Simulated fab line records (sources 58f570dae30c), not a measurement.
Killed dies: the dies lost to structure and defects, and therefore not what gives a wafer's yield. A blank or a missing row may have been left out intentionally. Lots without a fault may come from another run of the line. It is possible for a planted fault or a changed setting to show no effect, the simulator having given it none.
Which tool was responsible?    flow berkeleyCmos170    18 wafers from 6 lots sampled at 2 of the route's 331 steps

WHAT THE GAUGES READ, wafer by wafer
UCB170_NLDD_TW_MEAS_11.
lot   measured      on            NLDD_TW
L207  day 6 20:39   filmMetro-04  2253 2255 2251
L210  day 7 13:37   filmMetro-03  2225 2223 2219
L212  day 7 14:02   filmMetro-03  2224 2219 2227
L211  day 7 23:44   filmMetro-01  2352 2343 2343
L223  day 9 12:18   filmMetro-03  2228 2221 2221
L227  day 10 15:57  filmMetro-04  2250 2249 2243

EACH LOT AND THE TOOL THAT RAN IT (in order: tool; ch and the chambers of the sampled wafers; start)
lot   UCB170_NLDD_IMPLANT_08
L207  implanter-01 ch 0, day 6 20:16
L210  implanter-03 ch 0, day 7 13:13
L212  implanter-02 ch 0, day 7 13:40
L211  implanter-02 ch 0, day 7 23:20
L223  implanter-03 ch 0, day 9 11:52
L227  implanter-01 ch 0, day 10 15:35
- UCB170_NLDD_IMPLANT_08

THE ANSWER, worked out from the rows above alone
Rule: the usual values come from the lots themselves. The widest of any qualifying gaps counts: lots, ordered by their means at a reading, are off when they make up no more than a third of the lots, leave a main group of 4 or more, and stand apart from it by 3 or more times the standard deviation of that group's means. If all means in a main group match to the digits the tables above print for the reading, that group is not used. A lot without any number at a reading at which 4 lots or more have one is off too. Any other lot the step has rows for is counted as sound.
Off: at UCB170_NLDD_TW_MEAS_11 (NLDD_TW), L211. The main group has a mean of 2234 with a standard deviation of 13.
A tool fits if, at a process step before that reading, it ran every lot that is off, and no sound lot after the first of them. Those tools and the gauges at UCB170_NLDD_TW_MEAS_11 are tried in the same way. 2 tools fit, implanter-02 at UCB170_NLDD_IMPLANT_08 and filmMetro-01 at UCB170_NLDD_TW_MEAS_11, so this cannot tell which one it is.

WHAT THE SIMULATOR HAD INSERTED
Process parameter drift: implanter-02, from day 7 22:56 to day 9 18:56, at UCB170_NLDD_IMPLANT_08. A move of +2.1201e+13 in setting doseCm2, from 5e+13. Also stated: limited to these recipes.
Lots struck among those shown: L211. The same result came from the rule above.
